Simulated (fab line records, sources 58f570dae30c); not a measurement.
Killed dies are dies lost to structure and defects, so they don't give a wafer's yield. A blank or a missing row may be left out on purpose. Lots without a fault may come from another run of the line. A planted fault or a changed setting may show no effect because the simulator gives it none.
One fault seen from 2 desks | flow berkeley_cmos170 | each desk has only its own numbers; what lay behind them comes last

THE METROLOGY DESK
What the gauges read, lot by lot, whatever tool the lot ran on: means of the sampled wafers that have a number. A lot is out of limits, marked OUT, if its mean lies more than 4 standard deviations from the usual mean; the brackets give that distance.
Columns: A = NVT_OVL at UCB170_NVT_OVL_MEAS_06, usual -3 nm; B = PLDD_TW at UCB170_PLDD_TW_MEAS_11, usual 1008; C = PSD_OVL at UCB170_PSD_OVL_MEAS_07, usual -4 nm; D = PLDD_RS at UCB170_SDANNEAL_RS_MEAS_04, usual 1032 ohm/sq
lot  | first seen here | A   | B              | C   | D
L294 | day 5 20:18     | -3  | 1012           | -8  | 1030
L296 | day 6 19:53     | -3  | 994            | -16 | 1033
L295 | day 6 20:17     | -6  | 997            | 0   | 1035
L299 | day 7 03:01     | -7  | 995            | -5  | 1030
L301 | day 7 11:19     | -9  | 1012           | -3  | 1032
L300 | day 7 11:23     | 2   | 1014           | -7  | 1031
L303 | day 8 04:31     | 6   | 998            | -2  | 1034
L304 | day 8 05:05     | -13 | 1014           | 2   | 1026
L308 | day 9 01:58     | -6  | 1012           | -11 | 1031
L307 | day 9 02:05     | 3   | 1011           | -3  | 1030
L306 | day 9 02:14     | -6  | 1015           | -4  | 1037
L311 | day 10 00:51    | -0  | 964 (-6.4) OUT | -5  | 1154 (+41) OUT
L315 | day 10 09:54    | -12 | 957 (-7.4) OUT | -7  | 1161 (+43) OUT
L314 | day 10 10:12    | 2   | 965 (-6.3) OUT | 3   | 1154 (+41) OUT
L316 | day 11 04:02    | 0   | 1002           | -4  | 1029
This desk's finding: out of limits on L311, L314, L315; first on L311, day 10 16:59 (PLDD_TW at UCB170_PLDD_TW_MEAS_11). In limits: L294, L296, L295, L299, L301, L300, L303, L304, L308, L307, L306, L316.

THE TOOL OWNER'S DESK: implanter-03
The tool's own readings at UCB170_PLDD_IMPLANT_08: means of the sampled wafers that have a number, for each lot that ran on this tool. A lot is out of limits, marked OUT, if its mean lies more than 4 standard deviations from the usual mean; the brackets give that distance.
Columns: A = dose_ions_cm2 at UCB170_PLDD_IMPLANT_08, usual 4.999e+13; B = faraday_current_uA at UCB170_PLDD_IMPLANT_08, usual 159
lot  | first seen here | A                           | B
L295 | day 7 14:11     | 5.002e+13                   | 160
L299 | day 7 21:52     | 5.001e+13                   | 160
L303 | day 9 03:59     | 4.996e+13                   | 158
L306 | day 10 01:52    | 4.998e+13                   | 158
L311 | day 10 16:37    | 3.655e+13 (-99 or more) OUT | 116 (-14) OUT
L314 | day 11 03:46    | 3.649e+13 (-99 or more) OUT | 118 (-13) OUT
L315 | day 11 05:01    | 3.651e+13 (-99 or more) OUT | 116 (-14) OUT
This desk's finding: out of limits on L311, L314, L315; first on L311, day 10 16:37 (dose_ions_cm2 at UCB170_PLDD_IMPLANT_08). In limits: L295, L299, L303, L306.

PUT TOGETHER
The tool owner's desk could have raised an alarm at day 10 16:37, on L311, L314, L315.
The metrology desk could have raised an alarm at day 10 16:59, on L311, L314, L315.
Of the lots named, all ran UCB170_PLDD_IMPLANT_08 on implanter-03.

WHAT THE SIMULATOR HAD PUT IN
Process parameter drift: implanter-03, from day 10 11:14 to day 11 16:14, at UCB170_PLDD_IMPLANT_08. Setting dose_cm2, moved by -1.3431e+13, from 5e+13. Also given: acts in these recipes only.
Lots struck among those shown: L311, L314, L315.
Hours from the fault's start to each desk's first reading out of limits: the tool owner's desk, 5; the metrology desk, 6.
